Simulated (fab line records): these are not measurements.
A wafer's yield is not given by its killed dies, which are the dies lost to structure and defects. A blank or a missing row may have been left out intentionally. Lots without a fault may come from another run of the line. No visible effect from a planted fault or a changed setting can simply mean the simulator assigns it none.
A struck lot beside a sound one + flow ritCmos + 27 out of 202 route steps
Sound: wafers L485.1, L485.4, L485.6. The struck wafers were L496.2, L496.5, L496.6. At the end, the cause is stated.
For every step that has rows: the tool of each side, followed by ch and its chambers, followed by its first start. Under that, the readings that differ: sound wafers + struck wafers + difference of the means + sigmas: that difference in standard deviations of wafers without a fault.
alike: a reading whose means differ by less than 2 such deviations, as well as words and numbers matching on both sides. not compared: withheld readings; readings where some wafer has no value; bounds like >300 that might hide an equal value; numbers whose values overlap and for which the record gives no deviation.
Wherever a step has rows on one side only, a row that says differs or no value, or a row with sigmas, the two part there. Non-overlapping numbers with no deviation appear without sigmas and do not part them. A reading missing from all wafers of one side parts the sides only when that side holds two or more wafers.

RIT_ACTIVE_BOW_MEAS_00:
  sound on filmMetro-04, day 2 16:00; struck on filmMetro-01, day 4 23:01
  alike: INCOMING_BOW
RIT_ACTIVE_OXIDATION_01: target thk 46.8 nm, ox time 3360 s.
  sound on furnace-03 ch 0, day 2 17:31; struck on furnace-03 ch 0, day 5 00:05
| reading                                      | sound             | struck            | difference | sigmas |
|----------------------------------------------|-------------------|-------------------|------------|--------|
| model.SiO2_of_ACTIVE_OXIDATION_01.thkNm (nm) | 46.18 46.43 46.66 | 44.69 40.88 40.51 | -4.40      |        |
  alike: spikeTcSourceC, zonePowerLoadPct
RIT_ACTIVE_THK_MEAS_02:
  sound on filmMetro-04, day 2 19:26; struck on filmMetro-03, day 5 02:02
| reading               | sound          | struck         | difference | sigmas |
|-----------------------|----------------|----------------|------------|--------|
| ACTIVE_OXIDE_THK (nm) | 46.2 46.4 46.7 | 44.6 40.8 40.5 | -4.5       | -6     |
then, 1 step without rows for these wafers: RIT_ACTIVE_CVD_03 (deposits Si3N4 from SiH2Cl2/NH3, target thk 150 nm, time 1500 s).
RIT_ACTIVE_THK_MEAS_04:
  sound on filmMetro-01, day 2 20:56; struck on filmMetro-04, day 5 03:38
  alike: ACTIVE_NITRIDE_THK
then, 6 steps without rows for these wafers: RIT_ACTIVE_HMDS_05 (prime time 60 s); RIT_ACTIVE_COAT_06 (resist thk 1000 nm); RIT_ACTIVE_SOFTBAKE_07 (time 60 s); RIT_ACTIVE_EXPOSE_08 (exposes mask M1, target cd 1400 nm); RIT_ACTIVE_PEB_09; RIT_ACTIVE_DEVELOP_10 (develop time 50 s).
RIT_ACTIVE_CD_MEAS_11: target cd 1400 nm.
  sound on cdSem-01, day 2 21:50; struck on cdSem-02, day 5 04:41
  alike: cdNm
then, 1 step without rows for these wafers: RIT_ACTIVE_HARDBAKE_12 (time 60 s).
RIT_ACTIVE_ETCH_13: etches Si3N4 in SF6, stops on SiO2, time 210 s, target depth 210 nm.
  sound on rieDiel-04 ch 0,1,2, day 2 22:07; struck on rieDiel-04 ch 0,1, day 5 04:56
  alike: drypumpMotorCurrentA, oesProductAu, throttleValvePct
  not compared: rfHoursCounterH
RIT_ACTIVE_STRIP_14: strips in O2, time 180 s.
  sound on plasmaAsher-01 ch 0,1, day 2 22:14; struck on plasmaAsher-02 ch 0,1, day 5 05:04
  alike: drypumpMotorCurrentA
  not compared: rfHoursCounterH
RIT_ACTIVE_CD_MEAS_90: target cd 1400 nm.
  sound on cdSem-02, day 2 22:25; struck on cdSem-02, day 5 05:16
  alike: cdNm
then, 4 steps without rows for these wafers: RIT_ACTIVE_CLEAN_15 (cleans in SC1, time 600 s); RIT_ACTIVE_CLEAN_16 (cleans in dHF, time 30 s); RIT_ACTIVE_CLEAN_17 (cleans in SC2, time 600 s); RIT_FOX1_OXIDATION_00 (target thk 350.7 nm, ox time 1130 s).
RIT_FOX1_THK_MEAS_01:
  sound on filmMetro-04, day 3 04:53; struck on filmMetro-03, day 5 08:39
  alike: FOX1_OXIDE_THK
then, 2 steps without rows for these wafers: RIT_FOX1_WET_ETCH_02 (etches SiO2 in BOE, target depth 350 nm, time 390 s); RIT_FOX2_OXIDATION_00 (target thk 350.7 nm, ox time 1130 s).
RIT_FOX2_THK_MEAS_01:
  sound on filmMetro-02, day 3 08:23; struck on filmMetro-01, day 5 10:41
  alike: FOX2_OXIDE_THK
then, 1 step without rows for these wafers: RIT_FOX2_CLEAN_02 (cleans in dHF, time 171.4 s).
RIT_FOX2_WET_ETCH_03: etches Si3N4 in H3PO4, target depth 195 nm, time 2700 s.
  sound on wetBench-04 ch 2, day 3 08:31; struck on wetBench-04 ch 2, day 5 10:48
  alike: bathHeatDutyPct, tempC
  not compared: model.SiO2_of_ACTIVE_OXIDATION_01.thkNm
RIT_FOX2_THK_MEAS_90:
  sound on filmMetro-02, day 3 09:16; struck on filmMetro-04, day 5 11:34
  alike: FIELD_OXIDE_LEFT_1_THK

## WHERE THEY PART
Only at RIT_ACTIVE_THK_MEAS_02, as far as this record shows. Later steps at which nothing parts them and some readings are alike: RIT_ACTIVE_THK_MEAS_04, RIT_ACTIVE_CD_MEAS_11, RIT_ACTIVE_ETCH_13, RIT_ACTIVE_STRIP_14, RIT_ACTIVE_CD_MEAS_90, RIT_FOX1_THK_MEAS_01, RIT_FOX2_THK_MEAS_01, RIT_FOX2_WET_ETCH_03, RIT_FOX2_THK_MEAS_90.

WHY: what had been put in by the simulator
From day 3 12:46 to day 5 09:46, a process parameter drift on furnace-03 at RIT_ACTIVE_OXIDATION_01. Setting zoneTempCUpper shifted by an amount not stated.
